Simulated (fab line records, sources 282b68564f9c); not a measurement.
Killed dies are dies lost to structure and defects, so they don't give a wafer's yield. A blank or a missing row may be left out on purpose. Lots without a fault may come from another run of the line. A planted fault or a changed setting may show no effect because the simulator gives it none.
Which tool did it? | flow rit_cmos | 14 lots, 42 wafers sampled, at 2 steps of a route of 202

WHAT THE GAUGES READ, wafer by wafer
RIT_GATE_THK_MEAS_07.
lot  | measured    | on            | GATE_OXIDE_THK (nm)
L398 | day 2 15:47 | film_metro-04 | 2.99 3.07 3.07
L400 | day 2 21:07 | film_metro-01 | 2.93 2.86 2.92
L407 | day 4 10:40 | film_metro-01 | 3.86 3.86 3.86
L409 | day 4 23:49 | film_metro-04 | 3.78 3.83 3.77
L410 | day 5 02:01 | film_metro-04 | 2.98 3.03 3.01
L411 | day 5 09:33 | film_metro-01 | 3.04 3.07 3.01
L412 | day 5 13:19 | film_metro-01 | 3.12 2.99 3.00
L413 | day 5 16:31 | film_metro-01 | 3.07 3.09 2.99
L414 | day 5 22:09 | film_metro-04 | 2.89 2.90 2.91
L415 | day 6 05:19 | film_metro-01 | 2.98 2.99 2.95
L417 | day 6 13:15 | film_metro-01 | 3.04 3.07 3.10
L419 | day 7 00:12 | film_metro-02 | 3.01 3.10 3.09
L420 | day 7 01:34 | film_metro-04 | 3.11 3.12 3.07
L421 | day 7 09:47 | film_metro-01 | 3.01 3.01 3.01

WHICH TOOL RAN EACH LOT (tool, then ch and the chambers of the sampled wafers, then the start)
lot  | RIT_GATE_OXIDATION_05
L398 | furnace-01 ch 0, day 2 14:27
L400 | furnace-04 ch 0, day 2 19:25
L407 | furnace-01 ch 0, day 4 09:20
L409 | furnace-01 ch 0, day 4 21:10
L410 | furnace-03 ch 0, day 5 00:37
L411 | furnace-03 ch 0, day 5 07:03
L412 | furnace-03 ch 0, day 5 10:40
L413 | furnace-04 ch 0, day 5 15:10
L414 | furnace-04 ch 0, day 5 18:35
L415 | furnace-04 ch 0, day 6 02:41
L417 | furnace-03 ch 0, day 6 10:03
L419 | furnace-03 ch 0, day 6 22:53
L420 | furnace-03 ch 0, day 7 00:12
L421 | furnace-03 ch 0, day 7 06:31
- RIT_GATE_OXIDATION_05: target thk 3 nm, ox time 270 s.

WHAT THE TOOLS THEMSELVES READ (means of the sampled wafers that have a number; where no wafer has one, the mark that the record gives instead)
RIT_GATE_OXIDATION_05.
lot  | tool       | spike_tc_centre_C (C) | spike_tc_load_C (C) | spike_tc_source_C (C) | tube_center_temp_C (C) | tube_center_temp_C_max
L398 | furnace-01 | 901.0                 | 927.5               | 927                   | 899.98                 | 902.2
L400 | furnace-04 | 902.2                 | 926.1               | 919                   | 899.91                 | 902.2
L407 | furnace-01 | 921.7                 | 947.9               | 947                   | 920.01                 | 922.6
L409 | furnace-01 | 920.9                 | 947.7               | 947                   | 919.99                 | 922.8
L410 | furnace-03 | 904.5                 | 926.6               | 927                   | 900.03                 | 902.4
L411 | furnace-03 | 904.8                 | 926.2               | 928                   | 899.92                 | 902.0
L412 | furnace-03 | 903.4                 | 926.1               | 928                   | 900.01                 | 902.3
L413 | furnace-04 | 901.8                 | 926.7               | 918                   | 899.97                 | 902.1
L414 | furnace-04 | 901.7                 | 925.8               | 920                   | 899.96                 | 902.1
L415 | furnace-04 | 902.7                 | 926.5               | 919                   | 899.97                 | 902.4
L417 | furnace-03 | 904.5                 | 924.6               | 928                   | 899.99                 | 902.2
L419 | furnace-03 | 903.8                 | 925.9               | 929                   | 899.90                 | 902.0
L420 | furnace-03 | 904.1                 | 926.2               | 928                   | 900.00                 | 902.4
L421 | furnace-03 | 904.2                 | 926.0               | 928                   | 899.99                 | 902.2

THE ANSWER, worked out from the rows above alone
Rule: what is usual is taken from the lots themselves. Put in order of their means at a reading, lots are off if they are a third of the lots or fewer, leave a main group of 4 or more, and stand apart from it by a gap of 3 or more times the standard deviation of the main group's means; of several such gaps the widest counts. A main group whose means are all the same, to the digits that the tables above print for the reading, isn't used. A lot without any number at a reading at which 4 lots or more have one is off too. The other lots that the step has rows for count as sound. The gauges are gone through in route order, then the tools' own readings, and for those a lot's mean is taken as printed above. The first step at which some lot is off is used, and at that step the reading that is off furthest; a lot without a number counts as furthest.
Off: L407, L409, at RIT_GATE_THK_MEAS_07 (GATE_OXIDE_THK). The main group: mean 3.02 nm, standard deviation 0.06.
A tool fits if, at a process step before that reading, it ran every lot that is off, and no sound lot after the first of them. The gauges at RIT_GATE_THK_MEAS_07 aren't tried: what is off there is off at RIT_GATE_OXIDATION_05 too, on other tools, and a gauge's error can't cause that. One fits: furnace-01 at RIT_GATE_OXIDATION_05. Its last sound lot is L398 (day 2 14:27), its first lot that is off L407 (day 4 09:20): a fault that began between those two fits.
The tool's own readings at RIT_GATE_OXIDATION_05 bear it out: on the lots that are off they differ by more than 5 times the standard deviation of the sound lots' means. spike_tc_centre_C reads 921.3 C there against 903.2 C on the sound lots; spike_tc_load_C reads 947.8 C there against 926.2 C on the sound lots; spike_tc_source_C reads 947 C there against 925 C on the sound lots; tube_center_temp_C reads 920.00 C there against 899.97 C on the sound lots; tube_center_temp_C_max reads 922.7 there against 902.2 on the sound lots.

WHAT THE SIMULATOR HAD PUT IN
Process parameter drift: furnace-01, from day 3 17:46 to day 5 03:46, at RIT_GATE_OXIDATION_05. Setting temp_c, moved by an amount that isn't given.
Lots struck among those shown: L407, L409. The rule above found the same.
